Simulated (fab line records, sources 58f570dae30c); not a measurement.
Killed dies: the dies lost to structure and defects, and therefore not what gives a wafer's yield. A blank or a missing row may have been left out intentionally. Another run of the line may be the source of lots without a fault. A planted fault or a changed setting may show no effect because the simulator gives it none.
A struck lot beside a sound one + flow berkeleyCmos170 + 43 steps out of a route of 331
Sound: wafers L392.1, L392.3, L392.5. Struck: wafers L405.1, L405.4 (left out: L405.5, a lot-mate that was not struck); the cause follows at the end.
Each step with rows lists, per side, the tool, then ch with its chambers, then its first start. Under that, the readings that differ: sound wafers + struck wafers + difference of the means + sigmas: that difference in standard deviations of wafers without a fault.
alike: readings whose means differ by less than 2 such deviations, and words and numbers that are the same on both sides. not compared: withheld readings, readings that some wafer has no value for, bounds like >300 that may hide the same value, and numbers for which the record gives no deviation and whose values overlap.
Wherever a step has rows on one side only, a row that says differs or no value, or a row with sigmas, the two part there. When numbers do not overlap yet have no deviation, they are printed without sigmas and do not part them. A reading that every wafer of one side lacks parts them only if that side has two wafers or more.

first, 1 step without rows for these wafers: UCB170_GATE_CVD_04 (deposits poly-Si from SiH4, time 1440 s, target thk 214 nm).
UCB170_GATE_THK_MEAS_05:
  sound on filmMetro-03, day 7 03:17; struck on filmMetro-01, day 9 16:30
  alike: GATE_POLY_THK
then, 6 steps without rows for these wafers: UCB170_GATE_COAT_06; UCB170_GATE_COAT_07 (resist thk 900 nm); UCB170_GATE_SOFTBAKE_08 (time 60 s); UCB170_GATE_EXPOSE_09 (exposes mask POLY, target cd 350 nm); UCB170_GATE_PEB_10; UCB170_GATE_DEVELOP_11 (develop time 45 s).
UCB170_GATE_CD_MEAS_12: target cd 350 nm.
  sound on cdSem-01, day 7 04:40; struck on cdSem-02, day 9 18:29
  alike: cdNm
UCB170_GATE_OVL_MEAS_13:
  sound on overlay-02, day 7 04:47; struck on overlay-02, day 9 18:37
  alike: GATE_OVL
UCB170_GATE_ETCH_14: etches BARC in N2/H2.
  sound on rieDiel-04 ch 0,1,3, day 7 04:49; struck on rieDiel-01 ch 2,3, day 9 18:39
  alike: drypumpMotorCurrentA, oesProductAu, rfFwdPowerW, throttleValvePct
UCB170_GATE_ETCH_15: etches poly-Si in HBr/Cl2, stops on SiO2, time 56.3 s, target depth 278.2 nm.
  sound on rieSi-02 ch 1,2,3, day 7 04:51; struck on rieSi-02 ch 0,1, day 9 18:41
  alike: drypumpMotorCurrentA, oesProductAu, rfFwdPowerW, throttleValvePct
  not compared: rfHoursCounterH
UCB170_GATE_STRIP_16: strips in O2.
  sound on plasmaAsher-02 ch 0, day 7 04:54; struck on plasmaAsher-03 ch 1, day 9 18:44
  alike: drypumpMotorCurrentA, oesProductAu
  not compared: rfHoursCounterH
UCB170_GATE_CD_MEAS_90: target cd 350 nm.
  sound on cdSem-01, day 7 05:05; struck on cdSem-02, day 9 18:58
  alike: cdNm
then, 7 steps without rows for these wafers: UCB170_GATE_CLEAN_17 (cleans in SPM, time 600 s); UCB170_PLDD_HMDS_00 (prime time 60 s); UCB170_PLDD_COAT_01 (resist thk 900 nm); UCB170_PLDD_SOFTBAKE_02 (time 60 s); UCB170_PLDD_EXPOSE_03 (exposes mask PSELECT, target cd 1200 nm); UCB170_PLDD_PEB_04; UCB170_PLDD_DEVELOP_05 (develop time 45 s).
UCB170_PLDD_CD_MEAS_06: target cd 1200 nm.
  sound on cdSem-01, day 7 06:34; struck on cdSem-02, day 9 21:19
  alike: cdNm
UCB170_PLDD_OVL_MEAS_07:
  sound on overlay-01, day 7 06:41; struck on overlay-02, day 9 21:26
  alike: PLDD_OVL
then, 2 steps without rows for these wafers: UCB170_PLDD_IMPLANT_08; UCB170_PLDD_IMPLANT_09.
UCB170_PLDD_STRIP_10: strips in O2.
  sound on plasmaAsher-02 ch 0,1, day 7 07:02; struck on plasmaAsher-01 ch 1, day 9 21:46
  alike: drypumpMotorCurrentA, oesProductAu, stripTimeToEndpointS
  not compared: rfHoursCounterH
UCB170_PLDD_TW_MEAS_11:
  sound on filmMetro-01, day 7 07:08; struck on filmMetro-01, day 9 21:52
  alike: PLDD_TW
then, 7 steps without rows for these wafers: UCB170_PLDD_CLEAN_12 (cleans in SPM, time 600 s); UCB170_NLDD_HMDS_00 (prime time 60 s); UCB170_NLDD_COAT_01 (resist thk 900 nm); UCB170_NLDD_SOFTBAKE_02 (time 60 s); UCB170_NLDD_EXPOSE_03 (exposes mask NSELECT, target cd 1200 nm); UCB170_NLDD_PEB_04; UCB170_NLDD_DEVELOP_05 (develop time 45 s).
UCB170_NLDD_CD_MEAS_06: target cd 1200 nm.
  sound on cdSem-01, day 7 09:49; struck on cdSem-01, day 10 00:08
  alike: cdNm
UCB170_NLDD_OVL_MEAS_07:
  sound on overlay-01, day 7 09:56; struck on overlay-01, day 10 00:15
  alike: NLDD_OVL
then, 2 steps without rows for these wafers: UCB170_NLDD_IMPLANT_08; UCB170_NLDD_IMPLANT_09.
UCB170_NLDD_STRIP_10: strips in O2.
  sound on plasmaAsher-01 ch 0,1, day 7 10:16; struck on plasmaAsher-02 ch 0,1, day 10 00:35
  alike: drypumpMotorCurrentA, oesProductAu, stripTimeToEndpointS
  not compared: rfHoursCounterH
UCB170_NLDD_TW_MEAS_11:
  sound on filmMetro-01, day 7 10:22; struck on filmMetro-03, day 10 00:41
  alike: NLDD_TW
then, 1 step without rows for these wafers: UCB170_NLDD_CLEAN_12 (cleans in SPM, time 600 s).
UCB170_SPACER_CVD_00: deposits SiO2 from TEOS/O2, target thk 376 nm, time 47 s.
  sound on pecvd-02 ch 0,1,2, day 7 10:44; struck on pecvd-02 ch 1, day 10 01:01
  alike: heaterPowerW, rfFwdPowerW
UCB170_M3_PROBE_99:
  the record has rows for the struck wafers here (prober-01, day 11 14:58) and none for the sound ones

WHERE THEY PART
Only at UCB170_M3_PROBE_99, within this record.

WHY: whatever the simulator had introduced
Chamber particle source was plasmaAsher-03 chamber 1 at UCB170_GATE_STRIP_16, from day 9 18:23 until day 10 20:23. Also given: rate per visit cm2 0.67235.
